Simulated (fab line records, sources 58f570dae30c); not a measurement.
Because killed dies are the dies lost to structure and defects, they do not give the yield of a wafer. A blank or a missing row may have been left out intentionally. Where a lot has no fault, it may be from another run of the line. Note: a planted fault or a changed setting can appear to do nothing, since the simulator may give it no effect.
fab line records + flow berkeley-cmos170
[record]
- lots = 5
- wafers = 23
route steps=331 shown M2@284 M3@321
start-h: hours from the record's first day to the start of the lot's first wafer shown + wait-h: hours from the lot's prior step to this one + " unchanged from the row above + L1.1+2: one row covering several wafers at once + - no value, or no start given + * or withheld: withheld + < > ~ a bound
route shown NAME@n: NAME is a module with steps in the file, n the number in the route of the first one + usual: the fault-free wafers' mean and standard deviation + same: alike in all rows + chamber/n: place in a boat + sites: readings site by site + _std_site: how widely they spread, as a standard deviation + _edge_site: mean of outer sites minus mean of inner sites + radius-mm: how far each site lies from the wafer's centre + mask NAME#n: copy n + behind: the last tool/chamber to shape the wafer + hold: reason for holding the lot/hours on hold/outcome of the hold + device: which transistor (n, p or np) failed to switch + end of line: at the end of the route, the tests of the same wafers + a step with no rows: only its recipe + killed: at the first sort, the dies lost to defects and structure; wafer yield is something else + map: a wafer's dies, marking killed ones x, the rest . and places with no die _
set.NAME: setting as actually run; set.NAME@STEP: the setting as run at that earlier step + model.NAME: the simulator's own value behind a step, which no gauge read
lots where settings were altered on purpose, with a table for each step and a row for each wafer
[[steps]]
[step UCB170_M2_PEB_13]
[recipe]
- peb-temp-c = 130
- peb-time-s = withheld
- resist = KrF
| lot.wafer      | tool           | chamber | start-h | wait-h | set.peb-temp-c |
|----------------|----------------|---------|---------|--------|----------------|
| L074.1+2+4+5+6 | litho-track-03 | 0       | 173.81  | 0.4    | 130            |
| L077.1+2+6     | litho-track-02 | 0       | 189.39  | 0.4    | 128.2          |
| L077.3+4       | "              | 0       | "       | "      | 130            |
| L076.1+4+5     | litho-track-04 | 0       | 189.51  | 0.1    | 130            |
| L080.1+4+5     | litho-track-02 | 0       | 206.05  | 0.3    | 132.2          |
| L080.2+6       | "              | 0       | "       | "      | 130            |
| L083.1+2+3+4+5 | litho-track-03 | 0       | 215.56  | 0.1    | 130            |
[step UCB170_M2_DEVELOP_14]
[recipe]
- developer = TMAH
- develop-time-s = 45
- resist = KrF
- dev-temp-c = 21
[step UCB170_M2_CD_MEAS_15]
[recipe]
- target-cd-nm = 700
[usual]
- cd-nm = 700.4/1.1
| lot.wafer | tool      | chamber | start-h | wait-h | set.peb-temp-c@M2_PEB_13 | cd-nm |
|-----------|-----------|---------|---------|--------|--------------------------|-------|
| L074.1    | cd-sem-02 | -       | 174.09  | -      | 130                      | 698.9 |
| L074.2    | "         | -       | "       | "      | 130                      | 698.0 |
| L074.4    | "         | -       | "       | "      | 130                      | 700.3 |
| L074.5    | "         | -       | "       | "      | 130                      | 699.3 |
| L074.6    | "         | -       | "       | "      | 130                      | 698.5 |
| L077.1    | cd-sem-01 | -       | 189.67  | -      | 128.2                    | 714.1 |
| L077.2    | "         | -       | "       | "      | 128.2                    | 715.0 |
| L077.3    | "         | -       | "       | "      | 130                      | 700.3 |
| L077.4    | "         | -       | "       | "      | 130                      | 700.5 |
| L077.6    | "         | -       | "       | "      | 128.2                    | 712.6 |
| L076.1    | cd-sem-02 | -       | 189.78  | -      | 130                      | 700.2 |
| L076.4    | "         | -       | "       | "      | 130                      | 700.6 |
| L076.5    | "         | -       | "       | "      | 130                      | 700.1 |
| L080.1    | cd-sem-02 | -       | 206.50  | -      | 132.2                    | 685.9 |
| L080.2    | "         | -       | "       | "      | 130                      | 699.7 |
| L080.4    | "         | -       | "       | "      | 132.2                    | 686.3 |
| L080.5    | "         | -       | "       | "      | 132.2                    | 687.6 |
| L080.6    | "         | -       | "       | "      | 130                      | 700.4 |
| L083.1    | cd-sem-02 | -       | 215.83  | -      | 130                      | 702.0 |
| L083.2    | "         | -       | "       | "      | 130                      | 703.0 |
| L083.3    | "         | -       | "       | "      | 130                      | 702.8 |
| L083.4    | "         | -       | "       | "      | 130                      | 701.7 |
| L083.5    | "         | -       | "       | "      | 130                      | 703.0 |
[step UCB170_M2_ETCH_17]
[recipe]
- chemistry = N2/H2
- target-depth-a = withheld
- overetch-a = withheld
- target = BARC
- time-s = withheld
- source-w = 500
- bias-w = 100
- pressure-mtorr = 30
- n2-flow-sccm = 100
- h2-flow-sccm = 200
| lot.wafer | tool        | chamber | start-h | wait-h | set.peb-temp-c@M2_PEB_13 | model.M2.cd-nm |
|-----------|-------------|---------|---------|--------|--------------------------|----------------|
| L074.1    | rie-diel-02 | 0       | 174.24  | 0.0    | 130                      | 698.9          |
| L074.2    | "           | 3       | "       | "      | 130                      | 698.6          |
| L074.4    | "           | 2       | "       | "      | 130                      | 700.9          |
| L074.5    | "           | 3       | "       | "      | 130                      | 699.7          |
| L074.6    | "           | 2       | "       | "      | 130                      | 698.7          |
| L077.1    | rie-diel-03 | 2       | 189.82  | 0.0    | 128.2                    | 714.9          |
| L077.2    | "           | 1       | "       | "      | 128.2                    | 716.2          |
| L077.3    | "           | 3       | "       | "      | 130                      | 700.2          |
| L077.4    | "           | 0       | "       | "      | 130                      | 701.2          |
| L077.6    | "           | 3       | "       | "      | 128.2                    | 713.2          |
| L076.1+5  | rie-diel-02 | 3,2     | 189.94  | 0.0    | 130                      | 699.7          |
| L076.4    | "           | 1       | "       | "      | 130                      | 699.8          |
| L080.1    | rie-diel-04 | 0       | 206.65  | 0.0    | 132.2                    | 686.6          |
| L080.2    | "           | 1       | "       | "      | 130                      | 699.5          |
| L080.4    | "           | 3       | "       | "      | 132.2                    | 686.1          |
| L080.5    | "           | 0       | "       | "      | 132.2                    | 687.2          |
| L080.6    | "           | 3       | "       | "      | 130                      | 699.9          |
| L083.1    | rie-diel-04 | 1       | 215.99  | 0.0    | 130                      | 701.5          |
| L083.2    | "           | 3       | "       | "      | 130                      | 702.6          |
| L083.3    | "           | 2       | "       | "      | 130                      | 702.1          |
| L083.4    | "           | 0       | "       | "      | 130                      | 701.2          |
| L083.5    | "           | 1       | "       | "      | 130                      | 702.8          |
[step UCB170_M2_METAL_ETCH_18]
[recipe]
- chemistry = Cl2/BCl3
- target = Al
- stop-on = SiO2
- pressure-mtorr = 12
- target-depth-a = 11700
- over-etch-frac = 0.3
- time-s = 195
- icp-w = 600
- bias-w = 120
- Cl2_flow_sccm = 90
- bcl3-flow-sccm = 45
| lot.wafer  | tool         | chamber | start-h | wait-h | set.peb-temp-c@M2_PEB_13 | model.M2.cd-nm |
|------------|--------------|---------|---------|--------|--------------------------|----------------|
| L074.1     | rie-metal-02 | 0       | 174.28  | -      | 130                      | 700.7          |
| L074.2     | "            | 1       | "       | "      | 130                      | 701.3          |
| L074.4     | "            | 1       | "       | "      | 130                      | 703.4          |
| L074.5     | "            | 1       | "       | "      | 130                      | 700.8          |
| L074.6     | "            | 0       | "       | "      | 130                      | 702.4          |
| L077.1     | rie-metal-01 | 0       | 189.86  | -      | 128.2                    | 715.5          |
| L077.2     | "            | 1       | "       | "      | 128.2                    | 716.5          |
| L077.3     | "            | 0       | "       | "      | 130                      | 700.4          |
| L077.4     | "            | 1       | "       | "      | 130                      | 701.3          |
| L077.6     | "            | 0       | "       | "      | 128.2                    | 715.1          |
| L076.1     | rie-metal-03 | 0       | 189.98  | -      | 130                      | 699.1          |
| L076.4     | "            | 1       | "       | "      | 130                      | 697.6          |
| L076.5     | "            | 0       | "       | "      | 130                      | 699.9          |
| L080.1     | rie-metal-01 | 0       | 206.70  | -      | 132.2                    | 689.7          |
| L080.2     | "            | 1       | "       | "      | 130                      | 701            |
| L080.4     | "            | 0       | "       | "      | 132.2                    | 686.3          |
| L080.5     | "            | 0       | "       | "      | 132.2                    | 688            |
| L080.6     | "            | 1       | "       | "      | 130                      | 700.5          |
| L083.1+2+5 | rie-metal-03 | 0,1,0   | 216.03  | -      | 130                      | 705.8          |
| L083.3     | "            | 0       | "       | "      | 130                      | 704.6          |
| L083.4     | "            | 1       | "       | "      | 130                      | 701.8          |
[step UCB170_M2_STRIP_19]
[recipe]
- chemistry = O2
- power-w = 400
- pressure-mtorr = 3500
- platen-temp-c = withheld
- o2-flow-sccm = 400
- overash-fraction = 0.5
[step UCB170_M2_CD_MEAS_90]
[recipe]
- target-cd-nm = 700
[usual]
- cd-nm = 701.3/2.1
| lot.wafer | tool      | chamber | start-h | wait-h | set.peb-temp-c@M2_PEB_13 | cd-nm |
|-----------|-----------|---------|---------|--------|--------------------------|-------|
| L074.1    | cd-sem-02 | -       | 174.57  | 0.1    | 130                      | 700.7 |
| L074.2    | "         | -       | "       | "      | 130                      | 701.4 |
| L074.4    | "         | -       | "       | "      | 130                      | 703.3 |
| L074.5    | "         | -       | "       | "      | 130                      | 700.6 |
| L074.6    | "         | -       | "       | "      | 130                      | 702.3 |
| L077.1    | cd-sem-02 | -       | 190.15  | 0.1    | 128.2                    | 715.5 |
| L077.2    | "         | -       | "       | "      | 128.2                    | 716.6 |
| L077.3    | "         | -       | "       | "      | 130                      | 700.5 |
| L077.4    | "         | -       | "       | "      | 130                      | 701.3 |
| L077.6    | "         | -       | "       | "      | 128.2                    | 715.1 |
| L076.1    | cd-sem-02 | -       | 190.27  | 0.1    | 130                      | 699.3 |
| L076.4    | "         | -       | "       | "      | 130                      | 697.7 |
| L076.5    | "         | -       | "       | "      | 130                      | 699.7 |
| L080.1    | cd-sem-02 | -       | 207.04  | 0.1    | 132.2                    | 689.9 |
| L080.2    | "         | -       | "       | "      | 130                      | 701.2 |
| L080.4    | "         | -       | "       | "      | 132.2                    | 686.2 |
| L080.5    | "         | -       | "       | "      | 132.2                    | 688.1 |
| L080.6    | "         | -       | "       | "      | 130                      | 700.3 |
| L083.1    | cd-sem-02 | -       | 216.32  | 0.1    | 130                      | 705.8 |
| L083.2    | "         | -       | "       | "      | 130                      | 705.6 |
| L083.3    | "         | -       | "       | "      | 130                      | 704.7 |
| L083.4    | "         | -       | "       | "      | 130                      | 701.9 |
| L083.5    | "         | -       | "       | "      | 130                      | 706.0 |
[step UCB170_M3_EXPOSE_12]
[recipe]
- mask-id = METAL3
- target-cd-nm = 700
- na = 0.5
- sigma-outer = 0.6
- source-shape = conventional
- dose-mj = 26
| lot.wafer      | tool           | chamber | start-h | wait-h | mask     | set.dose-mj |
|----------------|----------------|---------|---------|--------|----------|-------------|
| L074.1+4       | krf-scanner-02 | 0       | 179.08  | -      | METAL3#0 | 27.59       |
| L074.2+5+6     | "              | 0       | "       | "      | METAL3#0 | 26          |
| L077.1+6       | krf-scanner-02 | 0       | 194.48  | -      | METAL3#0 | 26          |
| L077.2+3+4     | "              | 0       | "       | "      | METAL3#0 | 24.18       |
| L076.1+4+5     | krf-scanner-02 | 0       | 196.60  | -      | METAL3#0 | 26          |
| L080.1+2+4     | krf-scanner-02 | 0       | 211.19  | -      | METAL3#0 | 26          |
| L080.5+6       | "              | 0       | "       | "      | METAL3#0 | 27.16       |
| L083.1+2+3+4+5 | krf-scanner-02 | 0       | 220.63  | -      | METAL3#0 | 26          |
[step UCB170_M3_PEB_13]
[recipe]
- peb-temp-c = 130
- peb-time-s = withheld
- resist = KrF
[step UCB170_M3_DEVELOP_14]
[recipe]
- developer = TMAH
- develop-time-s = 45
- resist = KrF
- dev-temp-c = 21
[step UCB170_M3_CD_MEAS_15]
[recipe]
- target-cd-nm = 700
[usual]
- cd-nm = 699.9/1.7
| lot.wafer | tool      | chamber | start-h | wait-h | set.dose-mj@M3_EXPOSE_12 | cd-nm |
|-----------|-----------|---------|---------|--------|--------------------------|-------|
| L074.1    | cd-sem-02 | -       | 179.77  | -      | 27.59                    | 687.2 |
| L074.2    | "         | -       | "       | "      | 26                       | 697.4 |
| L074.4    | "         | -       | "       | "      | 27.59                    | 688.3 |
| L074.5    | "         | -       | "       | "      | 26                       | 697.8 |
| L074.6    | "         | -       | "       | "      | 26                       | 698.3 |
| L077.1    | cd-sem-02 | -       | 195.14  | -      | 26                       | 700.2 |
| L077.2    | "         | -       | "       | "      | 24.18                    | 713.8 |
| L077.3    | "         | -       | "       | "      | 24.18                    | 713.7 |
| L077.4    | "         | -       | "       | "      | 24.18                    | 713.1 |
| L077.6    | "         | -       | "       | "      | 26                       | 701.2 |
| L076.1    | cd-sem-01 | -       | 196.99  | -      | 26                       | 701.0 |
| L076.4    | "         | -       | "       | "      | 26                       | 700.4 |
| L076.5    | "         | -       | "       | "      | 26                       | 701.2 |
| L080.1    | cd-sem-02 | -       | 211.99  | -      | 26                       | 699.4 |
| L080.2    | "         | -       | "       | "      | 26                       | 699.4 |
| L080.4    | "         | -       | "       | "      | 26                       | 700.0 |
| L080.5    | "         | -       | "       | "      | 27.16                    | 692.1 |
| L080.6    | "         | -       | "       | "      | 27.16                    | 693.8 |
| L083.1    | cd-sem-02 | -       | 221.03  | -      | 26                       | 697.1 |
| L083.2    | "         | -       | "       | "      | 26                       | 696.8 |
| L083.3    | "         | -       | "       | "      | 26                       | 699.6 |
| L083.4    | "         | -       | "       | "      | 26                       | 699.3 |
| L083.5    | "         | -       | "       | "      | 26                       | 697.8 |
[step UCB170_M3_ETCH_17]
[recipe]
- chemistry = N2/H2
- target-depth-a = withheld
- overetch-a = withheld
- target = BARC
- time-s = withheld
- source-w = 500
- bias-w = 100
- pressure-mtorr = 30
- n2-flow-sccm = 100
- h2-flow-sccm = 200
| lot.wafer | tool        | chamber | start-h | wait-h | set.dose-mj@M3_EXPOSE_12 | model.M3.cd-nm |
|-----------|-------------|---------|---------|--------|--------------------------|----------------|
| L074.1    | rie-diel-02 | 0       | 179.92  | 0.0    | 27.59                    | 687.5          |
| L074.2    | "           | 1       | "       | "      | 26                       | 697.4          |
| L074.4    | "           | 3       | "       | "      | 27.59                    | 688.9          |
| L074.5    | "           | 0       | "       | "      | 26                       | 698            |
| L074.6    | "           | 1       | "       | "      | 26                       | 698.9          |
| L077.1    | rie-diel-02 | 0       | 195.30  | 0.0    | 26                       | 700.1          |
| L077.2    | "           | 3       | "       | "      | 24.18                    | 713.4          |
| L077.3    | "           | 2       | "       | "      | 24.18                    | 713.2          |
| L077.4    | "           | 1       | "       | "      | 24.18                    | 713.5          |
| L077.6    | "           | 0       | "       | "      | 26                       | 701.1          |
| L076.1    | rie-diel-01 | 3       | 197.15  | 0.0    | 26                       | 701.5          |
| L076.4    | "           | 2       | "       | "      | 26                       | 700.8          |
| L076.5    | "           | 3       | "       | "      | 26                       | 702.1          |
| L080.1    | rie-diel-02 | 0       | 212.15  | 0.0    | 26                       | 698.8          |
| L080.2    | "           | 1       | "       | "      | 26                       | 700            |
| L080.4    | "           | 2       | "       | "      | 26                       | 699.9          |
| L080.5    | "           | 1       | "       | "      | 27.16                    | 692.8          |
| L080.6    | "           | 0       | "       | "      | 27.16                    | 693.4          |
| L083.1    | rie-diel-04 | 2       | 221.18  | 0.0    | 26                       | 697.1          |
| L083.2    | "           | 0       | "       | "      | 26                       | 696.5          |
| L083.3    | "           | 1       | "       | "      | 26                       | 700.2          |
| L083.4+5  | "           | 3,2     | "       | "      | 26                       | 698.8          |
[step UCB170_M3_METAL_ETCH_18]
[recipe]
- chemistry = Cl2/BCl3
- target = Al
- stop-on = SiO2
- pressure-mtorr = 12
- target-depth-a = 11700
- over-etch-frac = 0.3
- time-s = 195
- icp-w = 600
- bias-w = 120
- Cl2_flow_sccm = 90
- bcl3-flow-sccm = 45
| lot.wafer | tool         | chamber | start-h | wait-h | set.over-etch-frac | set.dose-mj@M3_EXPOSE_12 | model.KrF_of_M3_COAT_10.thk-nm | model.M3.cd-nm |
|-----------|--------------|---------|---------|--------|--------------------|--------------------------|--------------------------------|----------------|
| L074.1    | rie-metal-04 | 0       | 179.96  | -      | 0.3                | 27.59                    | 214.5                          | 687.9          |
| L074.2    | "            | 1       | "       | "      | 0.3                | 26                       | 200.1                          | 698.3          |
| L074.4    | "            | 0       | "       | "      | 0.3                | 27.59                    | 203.1                          | 688.4          |
| L074.5    | "            | 0       | "       | "      | 0.3                | 26                       | 210.7                          | 698.2          |
| L074.6    | "            | 1       | "       | "      | 0.3                | 26                       | 203.4                          | 699.3          |
| L077.1    | rie-metal-04 | 0       | 195.34  | -      | 0.3                | 26                       | 217.5                          | 699.7          |
| L077.2    | "            | 1       | "       | "      | 0.3465             | 24.18                    | 184.2                          | 713            |
| L077.3    | "            | 1       | "       | "      | 0.3                | 24.18                    | 216.3                          | 712.6          |
| L077.4    | "            | 0       | "       | "      | 0.3                | 24.18                    | 223.6                          | 714.6          |
| L077.6    | "            | 1       | "       | "      | 0.3465             | 26                       | 188.5                          | 702.5          |
| L076.1    | rie-metal-03 | 0       | 197.19  | -      | 0.3                | 26                       | 205.7                          | 699.9          |
| L076.4    | "            | 1       | "       | "      | 0.3                | 26                       | 211.7                          | 702.2          |
| L076.5    | "            | 0       | "       | "      | 0.3                | 26                       | 208.6                          | 701.3          |
| L080.1    | rie-metal-03 | 0       | 212.19  | -      | 0.3                | 26                       | 212.3                          | 695.7          |
| L080.2    | "            | 1       | "       | "      | 0.3                | 26                       | 219.4                          | 697.6          |
| L080.4    | "            | 0       | "       | "      | 0.3                | 26                       | 204.9                          | 695            |
| L080.5    | "            | 0       | "       | "      | 0.3                | 27.16                    | 208.2                          | 689.7          |
| L080.6    | "            | 1       | "       | "      | 0.3                | 27.16                    | 218.4                          | 691.1          |
| L083.1    | rie-metal-02 | 0       | 221.22  | -      | 0.3                | 26                       | 214.7                          | 699.9          |
| L083.2    | "            | 1       | "       | "      | 0.2619             | 26                       | 235.8                          | 697.2          |
| L083.3    | "            | 1       | "       | "      | 0.2619             | 26                       | 237.4                          | 705.3          |
| L083.4    | "            | 0       | "       | "      | 0.2619             | 26                       | 235.7                          | 702.7          |
| L083.5    | "            | 0       | "       | "      | 0.3                | 26                       | 218.7                          | 701.6          |
[step UCB170_M3_STRIP_19]
[recipe]
- chemistry = O2
- power-w = 400
- pressure-mtorr = 3500
- platen-temp-c = withheld
- o2-flow-sccm = 400
- overash-fraction = 0.5
[step UCB170_M3_CD_MEAS_90]
[recipe]
- target-cd-nm = 700
[usual]
- cd-nm = 700.2/2.3
| lot.wafer | tool      | chamber | start-h | wait-h | set.dose-mj@M3_EXPOSE_12 | cd-nm |
|-----------|-----------|---------|---------|--------|--------------------------|-------|
| L074.1    | cd-sem-02 | -       | 180.25  | 0.1    | 27.59                    | 687.8 |
| L074.2    | "         | -       | "       | "      | 26                       | 698.4 |
| L074.4    | "         | -       | "       | "      | 27.59                    | 688.4 |
| L074.5    | "         | -       | "       | "      | 26                       | 698.1 |
| L074.6    | "         | -       | "       | "      | 26                       | 699.3 |
| L077.1    | cd-sem-01 | -       | 195.62  | 0.1    | 26                       | 699.4 |
| L077.2    | "         | -       | "       | "      | 24.18                    | 712.7 |
| L077.3    | "         | -       | "       | "      | 24.18                    | 712.4 |
| L077.4    | "         | -       | "       | "      | 24.18                    | 714.6 |
| L077.6    | "         | -       | "       | "      | 26                       | 702.4 |
| L076.1    | cd-sem-02 | -       | 197.48  | 0.1    | 26                       | 700.1 |
| L076.4    | "         | -       | "       | "      | 26                       | 702.2 |
| L076.5    | "         | -       | "       | "      | 26                       | 701.0 |
| L080.1    | cd-sem-02 | -       | 212.48  | 0.1    | 26                       | 695.7 |
| L080.2    | "         | -       | "       | "      | 26                       | 697.6 |
| L080.4    | "         | -       | "       | "      | 26                       | 695.2 |
| L080.5    | "         | -       | "       | "      | 27.16                    | 689.8 |
| L080.6    | "         | -       | "       | "      | 27.16                    | 690.8 |
| L083.1    | cd-sem-01 | -       | 221.51  | 0.1    | 26                       | 700.1 |
| L083.2    | "         | -       | "       | "      | 26                       | 697.4 |
| L083.3    | "         | -       | "       | "      | 26                       | 705.4 |
| L083.4    | "         | -       | "       | "      | 26                       | 702.8 |
| L083.5    | "         | -       | "       | "      | 26                       | 701.5 |
[[key]]
[split]
- step = UCB170_M2_PEB_13
- setting = peb-temp-c
- stated = 130
- by = wafer
[response]
- step = UCB170_M2_CD_MEAS_15
- reading = cd-nm
- change = -8.65
- per = 1%
- r = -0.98
[response]
- step = UCB170_M2_ETCH_17
- reading = model.M2.cd-nm
- change = -8.69
- per = 1%
- r = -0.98
[response]
- step = UCB170_M2_METAL_ETCH_18
- reading = model.M2.cd-nm
- change = -8.81
- per = 1%
- r = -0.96
[response]
- step = UCB170_M2_CD_MEAS_90
- reading = cd-nm
- change = -8.77
- per = 1%
- r = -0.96
[split]
- step = UCB170_M3_EXPOSE_12
- setting = dose-mj
- stated = 26
- by = wafer
[response]
- step = UCB170_M3_CD_MEAS_15
- reading = cd-nm
- change = -1.7
- per = 1%
- r = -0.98
[response]
- step = UCB170_M3_ETCH_17
- reading = model.M3.cd-nm
- change = -1.68
- per = 1%
- r = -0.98
[response]
- step = UCB170_M3_METAL_ETCH_18
- reading = model.M3.cd-nm
- change = -1.65
- per = 1%
- r = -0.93
[response]
- step = UCB170_M3_CD_MEAS_90
- reading = cd-nm
- change = -1.66
- per = 1%
- r = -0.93
[split]
- step = UCB170_M3_METAL_ETCH_18
- setting = over-etch-frac
- stated = 0.3
- by = wafer
[response]
- step = UCB170_M3_METAL_ETCH_18
- reading = model.KrF_of_M3_COAT_10.thk-nm
- change = -1.88
- per = 1%
- r = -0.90
